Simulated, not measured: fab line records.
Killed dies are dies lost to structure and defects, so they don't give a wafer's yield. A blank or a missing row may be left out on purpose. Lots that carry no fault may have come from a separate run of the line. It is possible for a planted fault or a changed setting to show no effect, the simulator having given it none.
Check of tool commonality || flow ritCmos || Sampled: 15 lots, 45 wafers

== REASON IT WAS OPENED ==
At RIT_ACTIVE_THK_MEAS_02 the reading ACTIVE_OXIDE_THK is flagged on 3 of 15 lots. Fault-free wafers read 48.1 nm, with a standard deviation of 0.81.
Rule: flag the lot when none of its wafers has a number, or when each of its wafers that has one lies beyond 4 standard deviations from that mean. The rest of the lots are taken to be sound.

{"lot": "L920", "measured": "day 1 17:04", "on": "filmMetro-03", "ACTIVE_OXIDE_THK (nm), wafer by wafer": "48.8 47.7 48.0", "flag": ""}
{"lot": "L921", "measured": "day 1 22:03", "on": "filmMetro-02", "ACTIVE_OXIDE_THK (nm), wafer by wafer": "47.3 46.0 47.4", "flag": ""}
{"lot": "L922", "measured": "day 2 03:03", "on": "filmMetro-02", "ACTIVE_OXIDE_THK (nm), wafer by wafer": "48.9 48.6 49.4", "flag": ""}
{"lot": "L923", "measured": "day 2 08:05", "on": "filmMetro-02", "ACTIVE_OXIDE_THK (nm), wafer by wafer": "49.2 48.5 49.2", "flag": ""}
{"lot": "L926", "measured": "day 2 23:03", "on": "filmMetro-02", "ACTIVE_OXIDE_THK (nm), wafer by wafer": "46.4 47.2 47.3", "flag": ""}
{"lot": "L927", "measured": "day 3 04:04", "on": "filmMetro-02", "ACTIVE_OXIDE_THK (nm), wafer by wafer": "47.9 48.2 48.3", "flag": ""}
{"lot": "L928", "measured": "day 3 09:24", "on": "filmMetro-02", "ACTIVE_OXIDE_THK (nm), wafer by wafer": "48.7 48.8 48.4", "flag": ""}
{"lot": "L929", "measured": "day 3 14:03", "on": "filmMetro-04", "ACTIVE_OXIDE_THK (nm), wafer by wafer": "47.6 48.2 47.6", "flag": ""}
{"lot": "L934", "measured": "day 4 15:04", "on": "filmMetro-04", "ACTIVE_OXIDE_THK (nm), wafer by wafer": "38.2 38.5 38.3", "flag": "FLAGGED"}
{"lot": "L936", "measured": "day 5 01:13", "on": "filmMetro-03", "ACTIVE_OXIDE_THK (nm), wafer by wafer": "37.4 37.0 36.6", "flag": "FLAGGED"}
{"lot": "L937", "measured": "day 5 06:05", "on": "filmMetro-04", "ACTIVE_OXIDE_THK (nm), wafer by wafer": "37.1 36.7 36.1", "flag": "FLAGGED"}
{"lot": "L938", "measured": "day 5 11:04", "on": "filmMetro-03", "ACTIVE_OXIDE_THK (nm), wafer by wafer": "47.7 47.5 46.8", "flag": ""}
{"lot": "L939", "measured": "day 5 16:03", "on": "filmMetro-04", "ACTIVE_OXIDE_THK (nm), wafer by wafer": "48.4 48.6 48.8", "flag": ""}
{"lot": "L940", "measured": "day 5 22:26", "on": "filmMetro-04", "ACTIVE_OXIDE_THK (nm), wafer by wafer": "48.4 48.8 48.7", "flag": ""}
{"lot": "L942", "measured": "day 6 07:04", "on": "filmMetro-02", "ACTIVE_OXIDE_THK (nm), wafer by wafer": "48.9 49.1 48.9", "flag": ""}
The mean of the flagged lots' numbers is 37.3 nm, -10.8 nm from the usual (-13 standard deviations).

== TOOL THAT RAN EACH LOT ==
The record keeps 1 process step preceding the reading, out of 202 steps on the route. Read each cell as the tool, then ch plus the chambers that the sampled wafers visited, then the start.
{"lot": "L920", "flag": "", "RIT_ACTIVE_OXIDATION_01": "furnace-03 ch 0, day 1 15:07"}
{"lot": "L921", "flag": "", "RIT_ACTIVE_OXIDATION_01": "furnace-03 ch 0, day 1 20:07"}
{"lot": "L922", "flag": "", "RIT_ACTIVE_OXIDATION_01": "furnace-02 ch 0, day 2 01:07"}
{"lot": "L923", "flag": "", "RIT_ACTIVE_OXIDATION_01": "furnace-03 ch 0, day 2 06:07"}
{"lot": "L926", "flag": "", "RIT_ACTIVE_OXIDATION_01": "furnace-04 ch 0, day 2 21:07"}
{"lot": "L927", "flag": "", "RIT_ACTIVE_OXIDATION_01": "furnace-03 ch 0, day 3 02:07"}
{"lot": "L928", "flag": "", "RIT_ACTIVE_OXIDATION_01": "furnace-02 ch 0, day 3 07:28"}
{"lot": "L929", "flag": "", "RIT_ACTIVE_OXIDATION_01": "furnace-03 ch 0, day 3 12:07"}
{"lot": "L934", "flag": "FLAGGED", "RIT_ACTIVE_OXIDATION_01": "furnace-02 ch 0, day 4 13:07"}
{"lot": "L936", "flag": "FLAGGED", "RIT_ACTIVE_OXIDATION_01": "furnace-02 ch 0, day 4 23:16"}
{"lot": "L937", "flag": "FLAGGED", "RIT_ACTIVE_OXIDATION_01": "furnace-02 ch 0, day 5 04:07"}
{"lot": "L938", "flag": "", "RIT_ACTIVE_OXIDATION_01": "furnace-04 ch 0, day 5 09:07"}
{"lot": "L939", "flag": "", "RIT_ACTIVE_OXIDATION_01": "furnace-03 ch 0, day 5 14:07"}
{"lot": "L940", "flag": "", "RIT_ACTIVE_OXIDATION_01": "furnace-04 ch 0, day 5 20:31"}
{"lot": "L942", "flag": "", "RIT_ACTIVE_OXIDATION_01": "furnace-04 ch 0, day 6 05:07"}
What these steps do:
- RIT_ACTIVE_OXIDATION_01: target thk 46.8 nm, ox time 3360 s.
- RIT_ACTIVE_THK_MEAS_02

== FLAGGED OVER TOTAL, TOOL BY TOOL (the gauges that took the reading come last) ==
{"step": "RIT_ACTIVE_OXIDATION_01", "tool": "furnace-02", "lots run": 5, "flagged": 3, "share of the flagged lots": "all", "sound lots run after its first flagged lot": 0}
{"step": "RIT_ACTIVE_OXIDATION_01", "tool": "furnace-03", "lots run": 6, "flagged": 0, "share of the flagged lots": "none", "sound lots run after its first flagged lot": "-"}
{"step": "RIT_ACTIVE_OXIDATION_01", "tool": "furnace-04", "lots run": 4, "flagged": 0, "share of the flagged lots": "none", "sound lots run after its first flagged lot": "-"}
{"step": "RIT_ACTIVE_THK_MEAS_02", "tool": "filmMetro-02", "lots run": 7, "flagged": 0, "share of the flagged lots": "none", "sound lots run after its first flagged lot": "-"}
{"step": "RIT_ACTIVE_THK_MEAS_02", "tool": "filmMetro-03", "lots run": 3, "flagged": 1, "share of the flagged lots": "some", "sound lots run after its first flagged lot": "1 (L938)"}
{"step": "RIT_ACTIVE_THK_MEAS_02", "tool": "filmMetro-04", "lots run": 5, "flagged": 2, "share of the flagged lots": "some", "sound lots run after its first flagged lot": "2 (L939,L940)"}

== WHAT THE TABLE PERMITS ==
All flagged lots share 1 row of the table, namely furnace-02 at RIT_ACTIVE_OXIDATION_01.
- furnace-02 at RIT_ACTIVE_OXIDATION_01 ran 5 lots, 3 of them flagged. It ran its last sound lot, L928, at day 3 07:28 and its first flagged lot, L934, at day 4 13:07: a fault with its onset between the two fits.
Just one tool remains: furnace-02 at RIT_ACTIVE_OXIDATION_01.

== WHAT THE SIMULATOR PUT IN ==
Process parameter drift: furnace-02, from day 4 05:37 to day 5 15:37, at RIT_ACTIVE_OXIDATION_01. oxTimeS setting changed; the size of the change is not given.
Lots struck among those shown: L934, L936, L937. This agrees with what the rule above found.
